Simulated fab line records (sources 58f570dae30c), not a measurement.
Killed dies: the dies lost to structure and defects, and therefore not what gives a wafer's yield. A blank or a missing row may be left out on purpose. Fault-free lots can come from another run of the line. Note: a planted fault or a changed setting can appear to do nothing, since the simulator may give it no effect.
fab line records	flow berkeley_cmos170
record lots=6	wafers=18	last_day=12
route steps=331 shown M1@238 M3@331
lots that met no fault: taken from a fault-free run of the same line
start_h: hours from the record's first day to the start of the lot's first wafer shown	wait_h: hours since the lot's step before	" identical to the entry in the row above	L1.1+2: a row that stands for several wafers	- no value, or no start given	* or withheld: withheld	< > ~ a bound
route shown NAME@n: NAME is a module with steps in the file, n the number in the route of the first one	usual: the fault-free wafers' mean and standard deviation	same: alike in all rows	chamber/n: place in a boat	sites: each site's reading	_std_site: how widely they spread, as a standard deviation	_edge_site: inner sites' mean taken away from outer sites' mean	radius_mm: for every site, how far away it sits from the centre of the wafer	mask NAME#n: copy n	behind: the last tool/chamber to shape the wafer	hold: why the lot was held/for how many hours/how that ended	device: which transistor (n, p or np) failed to switch	end of line: tests run on the same wafers once the route is complete	a step without rows: its recipe alone	killed: count of dies lost to structure and defects at first sort (not the wafer's yield)	map: per-die view of a wafer (x killed, . not killed, _ where there is no die)
set.NAME: the setting as run; set.NAME@STEP: as run at that earlier step	model.NAME: the simulator's own value behind a step, which no gauge read
certain route steps with their lots: each step a table, each wafer a row
services: when a tool's chamber went out of use (start_h, in hours from the record's first day, below 0 if earlier), for how many hours, and the reason
## steps
# step UCB170_M1_SPUTTER_00
# recipe material=Al	target_thk_nm=600	time_s=80	power_w=6000	chamber_pressure_pa=0.5
# usual cathode_dc_power_W=6000.1/1.1	throttle_valve_pct=29.7/1.1
lot.wafer	tool	chamber	start_h	wait_h	cathode_dc_power_W	throttle_valve_pct
L252.2	pvd_sputter-01	-	170.11	0.0	6001.4	29.3
L252.3	"	-	"	"	6000.1	31.0
L252.6	"	-	"	"	5999.2	30.2
L253.3	pvd_sputter-04	-	181.02	0.0	5999.3	28.3
L253.4	"	-	"	"	5999.4	30.6
L253.5	"	-	"	"	6000.1	29.0
L259.2	pvd_sputter-03	-	214.21	0.0	6000.5	29.3
L259.5	"	-	"	"	6001.9	29.4
L259.6	"	-	"	"	5999.0	29.9
L263.1	pvd_sputter-04	-	231.66	0.0	6000.2	28.5
L263.4	"	-	"	"	6000.7	30.6
L263.5	"	-	"	"	6000.8	28.7
L265.1	pvd_sputter-04	-	246.35	0.0	5999.7	32.8
L265.4	"	-	"	"	5999.5	28.1
L265.5	"	-	"	"	6001.8	28.2
L269.1	pvd_sputter-03	-	270.88	0.0	6001.3	30.0
L269.2	"	-	"	"	5999.4	29.1
L269.6	"	-	"	"	6000.0	29.8
# step UCB170_M1_RS_MEAS_01
# recipe thk_meas_gauge=four-point-probe	reads=Al_of_M1_SPUTTER_00
# usual M1_AL_RS=0.0486/0.00051
lot.wafer	tool	chamber	start_h	wait_h	M1_AL_RS[ohm/sq]
L252.2	film_metro-03	-	170.19	0.1	0.0480
L252.3	"	-	"	"	0.0487
L252.6	"	-	"	"	0.0484
L253.3	film_metro-01	-	181.12	0.1	0.0483
L253.4	"	-	"	"	0.0484
L253.5	"	-	"	"	0.0486
L259.2	film_metro-03	-	214.29	0.1	0.0481
L259.5	"	-	"	"	0.0483
L259.6	"	-	"	"	0.0481
L263.1	film_metro-04	-	231.72	0.0	0.0488
L263.4	"	-	"	"	0.0485
L263.5	"	-	"	"	0.0493
L265.1	film_metro-01	-	246.41	0.0	0.0486
L265.4	"	-	"	"	0.0491
L265.5	"	-	"	"	0.0488
L269.1	film_metro-03	-	270.94	0.0	0.0492
L269.2	"	-	"	"	0.0493
L269.6	"	-	"	"	0.0487
# step UCB170_M1_THK_MEAS_02
# recipe thk_meas_gauge=xrf	reads=Al_of_M1_SPUTTER_00
# usual M1_AL_THK=600/8.2
lot.wafer	tool	chamber	start_h	wait_h	M1_AL_THK[nm]
L252.2	film_metro-03	-	170.30	0.1	602
L252.3	"	-	"	"	594
L252.6	"	-	"	"	601
L253.3	film_metro-01	-	181.22	0.1	607
L253.4	"	-	"	"	603
L253.5	"	-	"	"	602
L259.2	film_metro-03	-	214.40	0.1	604
L259.5	"	-	"	"	601
L259.6	"	-	"	"	605
L263.1	film_metro-04	-	231.84	0.1	596
L263.4	"	-	"	"	602
L263.5	"	-	"	"	593
L265.1	film_metro-01	-	246.53	0.1	605
L265.4	"	-	"	"	601
L265.5	"	-	"	"	604
L269.1	film_metro-03	-	271.06	0.1	590
L269.2	"	-	"	"	592
L269.6	"	-	"	"	597
# step UCB170_M1_COAT_03
# recipe resist=BARC	temp_c=withheld	time_s=withheld	spin_rpm=3000	resist_thk_nm=withheld
# step UCB170_M1_COAT_04
# recipe resist=KrF	spin_rpm=1500	resist_thk_nm=900
# step UCB170_M1_SOFTBAKE_05
# recipe resist=KrF	temp_c=130	time_s=60
# step UCB170_M1_EXPOSE_06
# recipe mask_id=METAL1	target_cd_nm=700	na=0.5	sigma_outer=0.6	source_shape=conventional	dose_mj=21
# step UCB170_M1_PEB_07
# recipe peb_temp_c=130	peb_time_s=withheld	resist=KrF
# step UCB170_M1_DEVELOP_08
# recipe developer=TMAH	develop_time_s=45	resist=KrF	dev_temp_c=21
# step UCB170_M1_CD_MEAS_09
# recipe target_cd_nm=700
# usual cd_nm=699.6/1.3
lot.wafer	tool	chamber	start_h	wait_h	cd_nm
L252.2	cd_sem-01	-	171.82	-	701.1
L252.3	"	-	"	"	700.0
L252.6	"	-	"	"	700.2
L253.3	cd_sem-02	-	182.14	-	700.6
L253.4	"	-	"	"	700.6
L253.5	"	-	"	"	701.1
L259.2	cd_sem-01	-	215.55	-	699.1
L259.5	"	-	"	"	700.1
L259.6	"	-	"	"	698.8
L263.1	cd_sem-02	-	232.83	-	700.2
L263.4	"	-	"	"	700.9
L263.5	"	-	"	"	699.8
L265.1	cd_sem-02	-	247.89	-	700.6
L265.4	"	-	"	"	699.9
L265.5	"	-	"	"	699.6
L269.1	cd_sem-02	-	272.90	-	698.4
L269.2	"	-	"	"	699.1
L269.6	"	-	"	"	698.6
# step UCB170_M1_OVL_MEAS_10
# usual M1_OVL=3/5
lot.wafer	tool	chamber	start_h	wait_h	M1_OVL[nm]
L252.2	overlay-02	-	171.93	0.1	3
L252.3	"	-	"	"	6
L252.6	"	-	"	"	3
L253.3	overlay-02	-	182.23	0.1	9
L253.4	"	-	"	"	3
L253.5	"	-	"	"	2
L259.2	overlay-01	-	215.65	0.1	-7
L259.5	"	-	"	"	-4
L259.6	"	-	"	"	-4
L263.1	overlay-02	-	232.95	0.1	1
L263.4	"	-	"	"	3
L263.5	"	-	"	"	7
L265.1	overlay-02	-	248.01	0.1	-2
L265.4	"	-	"	"	10
L265.5	"	-	"	"	2
L269.1	overlay-02	-	273.02	0.1	-2
L269.2	"	-	"	"	-6
L269.6	"	-	"	"	-7
# step UCB170_M1_ETCH_11
# recipe chemistry=N2/H2	target_depth_a=withheld	overetch_a=withheld	target=BARC	time_s=withheld	source_w=500	bias_w=100	pressure_mtorr=30	n2_flow_sccm=100	h2_flow_sccm=200
# usual drypump_motor_current_A=5.7/0.49	oes_product_au=1.008/0.018	throttle_valve_pct=13.31/0.19
lot.wafer	tool	chamber	start_h	wait_h	drypump_motor_current_A	oes_product_au	throttle_valve_pct
L252.2	rie_diel-02	2	171.96	0.0	5.9	1.016	13.65
L252.3	"	1	"	"	5.4	1.009	13.54
L252.6	"	1	"	"	5.4	1.017	13.53
L253.3	rie_diel-04	3	182.26	0.0	5.9	1.008	13.26
L253.4	"	2	"	"	4.7	0.989	13.19
L253.5	"	2	"	"	4.7	0.988	13.20
L259.2	rie_diel-04	3	215.68	0.0	5.9	1.008	13.27
L259.5	"	3	"	"	5.9	1.003	13.26
L259.6	"	2	"	"	4.7	0.996	13.18
L263.1	rie_diel-01	3	232.98	0.0	5.4	0.992	13.39
L263.4	"	0	"	"	5.9	1.026	13.15
L263.5	"	0	"	"	5.9	1.017	13.14
L265.1	rie_diel-04	1	248.04	0.0	5.8	0.987	13.03
L265.4	"	2	"	"	4.7	0.995	13.20
L265.5	"	2	"	"	4.7	0.989	13.19
L269.1	rie_diel-01	0	273.05	0.0	5.8	1.021	13.15
L269.2	"	3	"	"	5.4	0.977	13.38
L269.6	"	1	"	"	6.2	0.992	12.99
# step UCB170_M1_METAL_ETCH_12
# recipe chemistry=Cl2/BCl3	target=Al	stop_on=PSG	pressure_mtorr=12	target_depth_a=7800	over_etch_frac=0.3	time_s=130	icp_w=600	bias_w=120	Cl2_flow_sccm=90	bcl3_flow_sccm=45
# usual drypump_motor_current_A=5.8/0.51	oes_product_au=0.852/0.013	run_length_s=158.4/0.81	throttle_valve_pct=24.40/0.068
lot.wafer	tool	chamber	start_h	wait_h	drypump_motor_current_A	oes_product_au	rf_hours_counter_h	run_length_s	throttle_valve_pct	model.KrF_of_M1_COAT_04.thk_nm	model.M1.cd_nm
L252.2	rie_metal-03	0	172.00	-	6.4	0.841	1.9	158.3	24.49	448.5	701.1
L252.3	"	1	"	"	5.1	0.865	-	159.2	24.34	434.1	701.8
L252.6	"	1	"	"	5.1	0.858	-	158.6	24.32	436.6	700.7
L253.3	rie_metal-04	0	182.39	-	5.8	0.873	-	157.1	24.32	447.9	703
L253.4	"	0	"	"	5.8	0.879	-	157.4	24.32	447.5	700.4
L253.5	"	0	"	"	5.8	0.874	-	157.2	24.32	447.1	703.9
L259.2	rie_metal-03	1	215.72	-	5.1	1.020	6.5	131.2	24.25	523	709.3
L259.5	"	1	"	"	5.1	1.024	-	131.4	24.25	522.9	707.5
L259.6	"	0	"	"	6.4	0.977	-	131.3	24.42	537.8	706.4
L263.1	rie_metal-03	0	233.02	-	6.4	0.985	3.2	130.8	24.42	536.4	708.8
L263.4	"	0	"	"	6.4	0.972	-	130.9	24.41	537	710.5
L263.5	"	0	"	"	6.4	0.977	-	131.4	24.42	542.2	709.1
L265.1	rie_metal-04	0	248.09	-	5.8	0.870	3.8	157.1	24.33	455.4	702.1
L265.4	"	1	"	"	5.5	0.837	-	158.7	24.46	429.9	699.9
L265.5	"	1	"	"	5.5	0.851	-	158.7	24.43	426.2	700.4
L269.1	rie_metal-04	0	273.10	-	5.8	0.864	4.2	157.1	24.32	454.7	701.1
L269.2	"	1	"	"	5.5	0.842	5.4	159.3	24.45	428.9	701
L269.6	"	1	"	"	5.5	0.852	-	158.6	24.43	428.9	701.9
# step UCB170_M1_STRIP_13
# recipe chemistry=O2	power_w=400	pressure_mtorr=3500	platen_temp_c=withheld	o2_flow_sccm=400	overash_fraction=0.5
# usual drypump_motor_current_A=5.6/0.39	o2_flow_sccm=400.2/1.2	oes_product_au=0.720/0.0046
lot.wafer	tool	chamber	start_h	wait_h	drypump_motor_current_A	o2_flow_sccm	oes_product_au	rf_hours_counter_h
L252.2	plasma_asher-02	1	172.13	0.1	5.7	403.1	0.721	53
L252.3	"	1	"	"	5.8	402.8	0.711	-
L252.6	"	0	"	"	6.5	401.6	0.723	-
L253.3	plasma_asher-02	0	182.60	0.2	6.5	399.7	0.716	-
L253.4	"	1	"	"	5.8	398.3	0.717	-
L253.5	"	1	"	"	5.8	399.1	0.713	-
L259.2	plasma_asher-01	1	215.86	0.1	5.2	402.1	0.714	10
L259.5	"	1	"	"	5.2	401.6	0.715	-
L259.6	"	0	"	"	5.4	399.9	0.721	-
L263.1	plasma_asher-01	1	233.16	0.1	5.2	399.0	0.726	11
L263.4	"	0	"	"	5.5	402.6	0.721	-
L263.5	"	0	"	"	5.4	401.3	0.725	-
L265.1	plasma_asher-01	1	248.22	0.1	5.2	401.7	0.726	13
L265.4	"	1	"	"	5.2	402.4	0.716	-
L265.5	"	0	"	"	5.5	400.1	0.723	-
L269.1	plasma_asher-01	0	273.23	0.1	5.4	400.2	0.719	15
L269.2	"	1	"	"	5.2	399.6	0.717	15
L269.6	"	0	"	"	5.4	400.0	0.717	-
# step UCB170_M1_CD_MEAS_90
# recipe target_cd_nm=700
# usual cd_nm=701.1/2.1
lot.wafer	tool	chamber	start_h	wait_h	cd_nm
L252.2	cd_sem-02	-	172.25	0.1	701.1
L252.3	"	-	"	"	701.7
L252.6	"	-	"	"	700.4
L253.3	cd_sem-02	-	182.71	0.1	702.7
L253.4	"	-	"	"	700.6
L253.5	"	-	"	"	703.9
L259.2	cd_sem-02	-	215.98	0.1	709.1
L259.5	"	-	"	"	707.4
L259.6	"	-	"	"	706.8
L263.1	cd_sem-02	-	233.26	0.1	708.5
L263.4	"	-	"	"	710.9
L263.5	"	-	"	"	709.0
L265.1	cd_sem-02	-	248.32	0.1	702.3
L265.4	"	-	"	"	699.7
L265.5	"	-	"	"	700.1
L269.1	cd_sem-02	-	273.38	0.1	701.1
L269.2	"	-	"	"	701.0
L269.6	"	-	"	"	702.2
# step UCB170_M1_ANNEAL_14
# recipe temp_c=400	time_s=1200	ambient=forming_gas
# step UCB170_M3_PROBE_99
lot.wafer	tool	chamber	start_h	wait_h	model.etest.m1.width_nm	model.etest.ring.over_limit	model.etest.m1_comb_over_steps.over_limit	model.etest.antenna_m1.vt_shift_v
L252.2	prober-01	-	189.66	0.1	696.4	0	0	-0.00549
L252.3	prober-01	-	189.71	0.2	705.3	0	0	-0.007116
L252.6	prober-01	-	189.86	0.2	703.9	0	0	-0.01061
L253.3	prober-02	-	199.14	0.2	695.7	0	0	-0.006228
L253.4	prober-02	-	199.19	0.2	697.2	0	0	-0.003724
L253.5	prober-02	-	199.24	0.2	711.6	0	0	-0.006323
L259.2	prober-01	-	236.25	0.1	708.2	1	1	-0.003999
L259.5	prober-01	-	236.40	0.2	702.4	1	1	-0.0002383
L259.6	prober-01	-	236.45	0.2	704.5	1	1	0.0002562
L263.1	prober-02	-	247.77	0.1	706.5	1	1	0.004542
L263.4	prober-02	-	247.92	0.2	709	1	1	-0.00718
L263.5	prober-02	-	247.97	0.2	706.8	1	1	0.0003547
L265.1	prober-02	-	260.43	0.1	699.2	0	0	-0.006954
L265.4	prober-02	-	260.58	0.2	705.6	0	0	-0.009808
L265.5	prober-02	-	260.63	0.2	704.9	0	0	-0.01035
L269.1	prober-01	-	288.28	0.1	696.7	0	0	-0.007025
L269.2	prober-01	-	288.33	0.1	692.2	0	0	-0.01149
L269.6	prober-01	-	288.53	0.2	699.8	0	0	-0.005246
# killed by level:class
L252.2 SCREENOX:geometric_particle:short=1 SPACER:geometric_particle:open=1 V2:geometric_particle:short=1
L252.3 GATE:geometric_particle:short=1 GATE:geometric_particle:open=1 SPACER:geometric_particle:open=1 CONTACT:geometric_particle:short=1
L252.6 GATE:geometric_particle:short=2 NWELL:geometric_particle:open=1 WELLDRIVE:geometric_particle:short=1 FIELD:geometric_particle:open=1 SCREENOX:geometric_particle:short=1 M3:geometric_particle:short=1
L253.3 GATE:geometric_particle:open=1 SPACER:geometric_particle:open=1
L253.4 START:geometric_particle:short=1 WELLDRIVE:geometric_particle:open=1 SCREENOX:geometric_particle:open=1 GATE:geometric_particle:short=1
L253.5 CONTACT:geometric_particle:open=1
L265.1 GATE:geometric_particle:open=2 SACOX:geometric_particle:open=1 GATE:geometric_particle:short=1 M3:geometric_particle:short=1
L265.4 FIELD:geometric_particle:short=1 GATE:geometric_particle:open=1 SPACER:geometric_particle:short=1 SILICIDE:geometric_particle:open=1 M1:geometric_particle:short=1 V2:geometric_particle:open=1 M3:geometric_particle:short=1 M3:geometric_particle:open=1
L265.5 V1:geometric_particle:open=2 SILICIDE:geometric_particle:open=1 M3:geometric_particle:short=1
L269.1 GATE:geometric_particle:open=2 GATE:geometric_particle:short=1 SILICIDE:geometric_particle:short=1
L269.2 FIELD:geometric_particle:short=1 SPACER:geometric_particle:open=1
L269.6 GATE:geometric_particle:short=1
## services
tool	chamber	start_h	hours	kind
rie_diel-04	-	149.81	0.8	repair
rie_metal-03	1	154.25	5.5	repair
rie_diel-01	2	157.88	-	clean
rie_diel-01	2	157.88	29.1	scheduled_down
rie_diel-01	2	157.88	29.1	vent_cycle
plasma_asher-01	-	160.74	2.9	repair
rie_metal-04	1	182.24	6.2	repair
plasma_asher-01	-	182.52	1.3	repair
rie_diel-02	1	184.23	4.2	repair
rie_diel-01	0	202.50	2.2	repair
rie_diel-01	0	204.67	-	clean
rie_diel-01	0	204.67	28.1	scheduled_down
rie_diel-01	0	204.67	28.1	vent_cycle
rie_diel-04	2	223.90	8.4	repair
pvd_sputter-01	-	230.34	1.6	repair
rie_metal-03	-	235.01	0.4	repair
rie_metal-03	-	241.07	0.5	repair
pvd_sputter-03	-	243.28	1.0	repair
pvd_sputter-01	-	264.57	2.2	repair
plasma_asher-02	-	266.27	1.8	repair
rie_diel-04	1	267.31	4.9	repair
## key
first_sign step=UCB170_M1_METAL_ETCH_12	reading=run_length_s	direction=down	sigmas=34	usual=*	struck=*
effect step=UCB170_M1_METAL_ETCH_12	reading=oes_product_au	direction=up	sigmas=11	usual=0.852	struck=0.992
effect step=UCB170_M1_CD_MEAS_90	reading=cd_nm	direction=up	sigmas=3.6	usual=701.1	struck=708.6
model_effect step=UCB170_M1_METAL_ETCH_12	value=KrF_of_M1_COAT_04.thk_nm	without=438.5	struck=533.2
model_effect step=UCB170_M3_PROBE_99	value=etest.m1.width_nm	without=699.8	struck=706.2
met_at UCB170_M1_METAL_ETCH_12
struck_wafers L259.2,L259.5,L259.6,L263.1,L263.4,L263.5
sort_left_out L259.2,L259.5,L259.6,L263.1,L263.4,L263.5
onset_between 172.00 215.72
fault kind=process_parameter_drift	tool=rie_metal-03	chamber=-	onset_h=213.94	steps=UCB170_M1_METAL_ETCH_12	channel=time_s	offset=*	shape=step	end_h=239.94	acts_in=*	stated=*
# sort_left_out: the simulated sort isn't trusted on such a fault, so these wafers' sort isn't shown, and their yield isn't known
